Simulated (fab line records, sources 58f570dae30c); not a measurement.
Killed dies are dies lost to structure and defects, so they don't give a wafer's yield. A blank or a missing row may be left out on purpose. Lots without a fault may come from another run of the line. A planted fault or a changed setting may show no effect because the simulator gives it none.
Which tool did it? | flow berkeley_cmos170 | 7 lots, 21 wafers sampled, at 2 steps of a route of 331

WHAT THE GAUGES READ, wafer by wafer
UCB170_PLDD_CD_MEAS_06: target cd 1200 nm.
lot  | measured     | on        | cd_nm (nm)
L704 | day 8 00:06  | cd_sem-01 | 1200.5 1201.6 1199.5
L710 | day 8 16:46  | cd_sem-02 | 1198.5 1198.4 1197.6
L714 | day 9 17:49  | cd_sem-02 | 1200.0 1199.5 1198.8
L715 | day 10 06:23 | cd_sem-02 | 1198.0 1199.7 1199.4
L720 | day 11 05:49 | cd_sem-01 | 1200.3 1200.8 1200.0
L722 | day 12 03:59 | cd_sem-02 | 1197.3 1197.6 1197.0
L724 | day 12 04:05 | cd_sem-01 | 1201.0 1200.4 1199.8

WHICH TOOL RAN EACH LOT (tool, then ch and the chambers of the sampled wafers, then the start)
lot  | UCB170_ACTIVE_PEB_11
L704 | litho_track-04 ch 0, day 5 12:46
L710 | litho_track-04 ch 0, day 6 00:41
L714 | litho_track-04 ch 0, day 7 05:11
L715 | litho_track-01 ch 0, day 7 12:55
L720 | litho_track-01 ch 0, day 8 11:23
L722 | litho_track-02 ch 0, day 9 11:22
L724 | litho_track-02 ch 0, day 9 18:08
- UCB170_ACTIVE_PEB_11

THE ANSWER, worked out from the rows above alone
Rule: what is usual is taken from the lots themselves. Put in order of their means at a reading, lots are off if they are a third of the lots or fewer, leave a main group of 4 or more, and stand apart from it by a gap of 3 or more times the standard deviation of the main group's means; of several such gaps the widest counts. A main group whose means are all the same, to the digits that the tables above print for the reading, isn't used. A lot without any number at a reading at which 4 lots or more have one is off too. The other lots that the step has rows for count as sound.
No lot is off at any reading shown: from this, nothing can be told.

WHAT THE SIMULATOR HAD PUT IN
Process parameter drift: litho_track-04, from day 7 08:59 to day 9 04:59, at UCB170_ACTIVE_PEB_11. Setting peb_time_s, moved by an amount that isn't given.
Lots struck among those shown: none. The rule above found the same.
